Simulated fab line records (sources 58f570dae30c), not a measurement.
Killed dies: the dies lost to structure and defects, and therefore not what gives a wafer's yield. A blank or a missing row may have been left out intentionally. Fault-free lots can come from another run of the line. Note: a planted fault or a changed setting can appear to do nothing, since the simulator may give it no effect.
Comparing a struck lot with a sound one	flow berkeley_cmos170	26 out of 331 route steps
Sound: wafers L823.1, L823.2, L823.6. Struck: wafer L827.3 (left out: L827.2, L827.6 of the same lot, which were not struck); the cause appears at the end.
Per side, at each step with rows, come the tool, then ch with its chambers, and then its first start. Under that, the readings that differ: sound wafers	struck wafers	difference of the means	sigmas: that difference in standard deviations of wafers without a fault.
alike: words and numbers the same on both sides, and readings whose means are apart by under 2 such deviations; not compared: readings that were withheld, readings missing a value for some wafer, numbers with overlapping values and no deviation given by the record, and bounds like >300 which may hide the same value.
A row with sigmas, a row that says differs or no value, or rows on one side alone: a step with any of these is where the two part. Numbers that don't overlap but have no deviation are shown without sigmas and don't part them. A reading that every wafer of one side lacks parts them only if that side has two wafers or more.

UCB170_M2_SOFTBAKE_11: time 62.19 s.
  sound on litho_track-03 ch 0; struck on litho_track-02 ch 0
reading	sound	struck	difference	sigmas
plate_sensor_t_centre_C (C)	131.43 131.42 131.43	131.4	+0.0	-3
  alike: plate_sensor_t_edge_C
then, 3 steps without rows for these wafers: UCB170_M2_EXPOSE_12 (exposes mask METAL2, target cd 700 nm); UCB170_M2_PEB_13; UCB170_M2_DEVELOP_14 (develop time 45 s).
UCB170_M2_CD_MEAS_15 targets a cd of 700 nm.
  sound: cd_sem-02 at day 8 17:05; struck: cd_sem-01 at day 9 15:49
  alike: cd_nm
UCB170_M2_OVL_MEAS_16:
  sound: overlay-02 at day 8 17:12; struck: overlay-01 at day 9 15:55
reading	sound	struck	difference	sigmas
M2_OVL (nm)	8 12 8	-10	-19	-3
UCB170_M2_ETCH_17: etches BARC in N2/H2.
  sound on rie_diel-03 ch 0,1, day 8 17:14; struck on rie_diel-03 ch 1, day 9 15:56
  alike: drypump_motor_current_A, oes_product_au, throttle_valve_pct
UCB170_M2_METAL_ETCH_18: etches Al in Cl2/BCl3, stops on SiO2, target depth 1170 nm, time 195 s.
  sound on rie_metal-03 ch 0,1, day 8 17:17; struck on rie_metal-03 ch 1, day 9 15:59
  alike: drypump_motor_current_A, mfc_cl2_sccm, oes_product_au, throttle_valve_pct
  not compared: rf_hours_counter_h
UCB170_M2_STRIP_19: strips in O2.
  sound on plasma_asher-01 ch 0,1, day 8 17:28; struck on plasma_asher-01 ch 0, day 9 16:10
  alike: drypump_motor_current_A, o2_flow_sccm, oes_product_au
  not compared: rf_hours_counter_h
UCB170_M2_CD_MEAS_90 targets a cd of 700 nm.
  sound: cd_sem-02 at day 8 17:34; struck: cd_sem-01 at day 9 16:17
  alike: cd_nm
UCB170_V2_CVD_00: deposits SiO2 from TEOS/O2, target thk 2000 nm, time 250 s.
  sound on pecvd-04 ch 0,2, day 8 17:41; struck on pecvd-02 ch 0, day 9 16:23
  alike: heater_power_w
UCB170_V2_THK_MEAS_01:
  sound: film_metro-04 at day 8 17:50; struck: film_metro-02 at day 9 16:34
  alike: V2_TEOS_THK
UCB170_V2_CMP_02: polishes SiO2.
  sound on cmp-02 ch 0,1,3, day 8 17:57; struck on cmp-01 ch 2, day 9 16:37
reading	sound	struck	difference	sigmas
model.SiO2_of_V2_CVD_00.thk_nm (nm)	1000 1001 1000	1339	+339	
  alike: motor_current_A, platen_rpm
UCB170_V2_BOW_MEAS_03:
  sound: film_metro-02 at day 8 18:12; struck: film_metro-04 at day 9 16:56
  alike: V2_BOW
UCB170_V2_THK_MEAS_04:
  sound: film_metro-02 at day 8 18:19; struck: film_metro-04 at day 9 17:02
reading	sound	struck	difference	sigmas
V2_POLISHED_THK (nm)	1000.2 1000.6 999.7	1338.4	+338.2	+99 or more
then, 7 steps without rows for these wafers: UCB170_V2_CLEAN_05 (cleans in DIW); UCB170_V2_HMDS_06 (prime time 60 s); UCB170_V2_COAT_07 (resist thk 900 nm); UCB170_V2_SOFTBAKE_08 (time 60 s); UCB170_V2_EXPOSE_09 (exposes mask VIA2, target cd 700 nm); UCB170_V2_PEB_10; UCB170_V2_DEVELOP_11 (develop time 45 s).
UCB170_V2_CD_MEAS_12 targets a cd of 700 nm.
  sound: cd_sem-01 at day 8 19:24; struck: cd_sem-02 at day 9 18:41
  alike: cd_nm
UCB170_V2_OVL_MEAS_13:
  sound: overlay-02 at day 8 19:31; struck: overlay-01 at day 9 18:47
reading	sound	struck	difference	sigmas
V2_OVL (nm)	-2 -9 -7	7	+13	+2
UCB170_V2_ETCH_14: etches SiO2 in CHF3/CF4/Ar, stops on Al, target depth 1250 nm, time 291 s.
  sound on rie_diel-01 ch 1,3, day 8 19:33; struck on rie_diel-04 ch 3, day 9 18:49
reading	sound	struck	difference	sigmas
oes_product_au (a.u.)	0.889 0.879 0.891	0.989	+0.103	+7
model.etch.depth_nm (nm)	1000 1001 1000	1254	+254	
model.V2.feature_depth_nm (nm)	1000 1001 1000	1254	+254	
  alike: drypump_motor_current_A, throttle_valve_pct
  not compared: rf_hours_counter_h
then, 1 step without rows for these wafers: UCB170_V2_STRIP_15 (strips in O2).

## WHERE THEY PART
First at UCB170_M2_SOFTBAKE_11; last, within this record, at UCB170_V2_ETCH_14.

WHY: what the simulator had put in
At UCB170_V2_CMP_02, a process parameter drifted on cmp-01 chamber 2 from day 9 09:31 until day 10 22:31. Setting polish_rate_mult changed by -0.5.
